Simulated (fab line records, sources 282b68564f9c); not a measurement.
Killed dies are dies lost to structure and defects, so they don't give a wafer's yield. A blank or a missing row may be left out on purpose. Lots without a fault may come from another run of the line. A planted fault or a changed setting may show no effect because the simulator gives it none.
A struck lot beside a sound one | flow rit_cmos | 21 steps out of a route of 202
Sound: wafers L258.1, L258.4, L258.5. Struck: wafers L265.1, L265.3, L265.4. The cause comes at the end.
At each step with rows: each side's tool, then ch and its chambers, then its first start. Under that, the readings that differ: sound wafers | struck wafers | difference of the means | sigmas: that difference in standard deviations of wafers without a fault.
alike: readings whose means differ by less than 2 such deviations, and words and numbers that are the same on both sides. not compared: withheld readings, readings that some wafer has no value for, bounds like >300 that may hide the same value, and numbers for which the record gives no deviation and whose values overlap.
The two part at a step that has a row with sigmas, a row that says differs or no value, or rows on one side only. Numbers that don't overlap but have no deviation are shown without sigmas and don't part them. A reading that every wafer of one side lacks parts them only if that side has two wafers or more.

RIT_GATE_CD_MEAS_16: target cd 150 nm.
  sound on cd_sem-02, day 4 05:25; struck on cd_sem-01, day 5 14:11
  alike: cd_nm
RIT_GATE_OVL_MEAS_17:
  sound on overlay-01, day 4 05:32; struck on overlay-02, day 5 14:19
  alike: GATE_OVL
then, 1 step without rows for these wafers: RIT_GATE_HARDBAKE_18 (time 60 s).
RIT_GATE_ETCH_19: etches poly-Si in SF6/CHF3/O2, stops on SiO2, time 165 s, target depth 312.5 nm.
  sound on rie_si-02 ch 2,3, day 4 05:43; struck on rie_si-01 ch 0,2,3, day 5 14:30
  alike: SF6_flow_sccm, drypump_motor_current_A, oes_product_au, throttle_valve_pct
  not compared: rf_hours_counter_h
RIT_GATE_STRIP_20: strips in O2, time 180 s.
  sound on plasma_asher-04 ch 1, day 4 05:50; struck on plasma_asher-04 ch 0,1, day 5 14:37
  alike: drypump_motor_current_A
  not compared: rf_hours_counter_h
RIT_GATE_CD_MEAS_90: target cd 150 nm.
  sound on cd_sem-01, day 4 06:01; struck on cd_sem-01, day 5 14:47
  alike: cd_nm
then, 4 steps without rows for these wafers: RIT_REOX_CLEAN_00 (cleans in SC1, time 600 s); RIT_REOX_CLEAN_01 (cleans in dHF, time 30 s); RIT_REOX_CLEAN_02 (cleans in SC2, time 584.9 s); RIT_REOX_OXIDATION_03 (target thk 25.2 nm, ox time 5580 s).
RIT_REOX_THK_MEAS_04:
  sound on film_metro-04, day 4 09:40; struck on film_metro-01, day 5 19:22
  alike: REOX_OXIDE_THK
then, 1 step without rows for these wafers: RIT_NLDD_HMDS_00 (prime time 60 s).
RIT_NLDD_COAT_01: resist thk 1000 nm.
  sound on litho_track-04 ch 0, day 4 09:53; struck on litho_track-03 ch 0, day 5 19:35
  reading                                   | sound           | struck         | difference | sigmas
  model.NOVOLAK_of_NLDD_COAT_01.thk_nm (nm) | 1001 1002 999.5 | 1235 1236 1236 | +235       |
then, 4 steps without rows for these wafers: RIT_NLDD_SOFTBAKE_02 (time 60 s); RIT_NLDD_EXPOSE_03 (exposes mask M7, target cd 40700 nm); RIT_NLDD_PEB_04; RIT_NLDD_DEVELOP_05 (develop time 50 s).
RIT_NLDD_OVL_MEAS_06:
  sound on overlay-01, day 4 10:44; struck on overlay-02, day 5 20:17
  alike: NLDD_OVL
RIT_NLDD_HARDBAKE_07: time 60 s.
  sound on litho_track-03 ch 0, day 4 10:46; struck on litho_track-03 ch 0, day 5 20:19
  reading                                   | sound             | struck         | difference | sigmas
  model.NOVOLAK_of_NLDD_COAT_01.thk_nm (nm) | 884.4 885.7 883.3 | 1089 1090 1090 | +205       |
then, 1 step without rows for these wafers: RIT_NLDD_IMPLANT_08.
RIT_M1_PROBE_99:
  sound on prober-01, day 5 07:06; struck on prober-02, day 6 12:22
  alike: killed_at_contacts, killed_at_front_end, killed_dies, killed_open, killed_short

WHERE THEY PART
Nowhere in this record.

WHY: what the simulator had put in
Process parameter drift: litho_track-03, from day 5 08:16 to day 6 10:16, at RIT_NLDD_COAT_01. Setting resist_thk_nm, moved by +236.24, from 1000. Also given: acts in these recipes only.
